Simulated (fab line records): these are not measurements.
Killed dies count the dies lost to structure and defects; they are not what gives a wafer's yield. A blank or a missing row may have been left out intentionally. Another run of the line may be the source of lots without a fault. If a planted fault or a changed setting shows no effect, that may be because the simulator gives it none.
Which tool did it? | flow berkeley-cmos170 | 14 lots, 42 wafers sampled, at 2 steps of a route of 331

WHAT THE GAUGES SHOWED, per wafer
UCB170_V1_THK_MEAS_04. Usual: V1_POLISHED_THK typically reads 1000.1 nm, with standard deviation 1.2.
lot  | measured     | on            | V1_POLISHED_THK (nm) | flag
L572 | day 7 17:39  | film-metro-01 | 1000.2 999.2 1001.4  |
L574 | day 7 17:39  | film-metro-04 | 1000.9 1000.4 1001.1 |
L573 | day 7 17:58  | film-metro-03 | 999.7 1001.8 1001.0  |
L576 | day 8 13:31  | film-metro-04 | 999.9 999.8 1000.7   |
L579 | day 8 14:07  | film-metro-03 | 1000.1 1000.2 1001.5 |
L581 | day 9 10:24  | film-metro-04 | 997.9 1002.6 1000.9  |
L580 | day 9 12:32  | film-metro-03 | 997.9 1001.2 1000.4  |
L584 | day 9 12:32  | film-metro-01 | 1000.9 1000.5 1001.0 |
L588 | day 10 13:05 | film-metro-03 | 1001.6 999.8 1000.3  |
L589 | day 10 13:06 | film-metro-04 | 997.3 1002.8 1000.4  |
L587 | day 10 19:32 | film-metro-03 | 1001.2 1001.1 1000.4 |
L592 | day 10 21:50 | film-metro-04 | 1000.2 1001.4 1001.5 |
L593 | day 11 16:10 | film-metro-04 | 1001.4 1000.5 1001.7 |
L595 | day 11 22:12 | film-metro-01 | 998.9 1001.2 998.5   |

WHICH TOOL RAN EACH LOT (tool, then ch and the chambers of the sampled wafers, then the start)
lot  | UCB170_V1_CVD_00
L572 | pecvd-01 ch 0,2, day 7 17:01
L574 | pecvd-04 ch 0,1, day 7 17:01
L573 | pecvd-03 ch 1,2, day 7 17:08
L576 | pecvd-03 ch 0,2, day 8 12:53
L579 | pecvd-04 ch 0,1,2, day 8 12:53
L581 | pecvd-04 ch 1,2, day 9 09:45
L580 | pecvd-01 ch 0,2, day 9 11:53
L584 | pecvd-04 ch 0,1,2, day 9 11:53
L588 | pecvd-03 ch 0,1,2, day 10 12:27
L589 | pecvd-01 ch 0,1,2, day 10 12:27
L587 | pecvd-03 ch 0,2, day 10 18:37
L592 | pecvd-04 ch 0,1, day 10 21:11
L593 | pecvd-04 ch 0,2, day 11 15:32
L595 | pecvd-04 ch 0,2, day 11 21:33
- UCB170_V1_CVD_00: deposits SiO2 from TEOS/O2, target thk 2000 nm, time 250 s.

WHAT THE TOOLS THEMSELVES READ (means of the sampled wafers that have a number; where no wafer has one, the mark that the record gives instead)
UCB170_V1_CVD_00. Usual: heater-power-w 268 W, standard deviation 51; susceptor-temp-C 389.98 C, standard deviation 0.23.
lot  | tool     | heater-power-w (W) | susceptor-temp-C (C) | flag
L572 | pecvd-01 | 312                | 390.03               |
L574 | pecvd-04 | 288                | 389.74               |
L573 | pecvd-03 | 231                | 389.96               |
L576 | pecvd-03 | 245                | 389.96               |
L579 | pecvd-04 | 227                | 389.84               |
L581 | pecvd-04 | 247                | 389.87               |
L580 | pecvd-01 | 272                | 389.72               |
L584 | pecvd-04 | 268                | 390.19               |
L588 | pecvd-03 | 256                | 390.07               |
L589 | pecvd-01 | 283                | 389.91               |
L587 | pecvd-03 | 245                | 389.89               |
L592 | pecvd-04 | 274                | 390.14               |
L593 | pecvd-04 | 251                | 389.71               |
L595 | pecvd-04 | 232                | 390.17               |

THE ANSWER, worked out from the rows above alone
Rule: a lot counts as off when the mean over its wafers that have a number is more than 3 standard deviations away from the usual mean. Also off: a lot with no number at a reading for which 4 or more lots have one. All remaining lots with rows at the step are treated as sound. Order of review: gauges by route order, followed by the tools' own readings, for which a lot's mean as printed above is used. The first step at which some lot is off is used, and at that step the reading that is off furthest; a lot without a number counts as furthest.
No lot is off on any of the readings shown, so nothing can be concluded from this.

WHAT HAD BEEN PUT IN BY THE SIMULATOR
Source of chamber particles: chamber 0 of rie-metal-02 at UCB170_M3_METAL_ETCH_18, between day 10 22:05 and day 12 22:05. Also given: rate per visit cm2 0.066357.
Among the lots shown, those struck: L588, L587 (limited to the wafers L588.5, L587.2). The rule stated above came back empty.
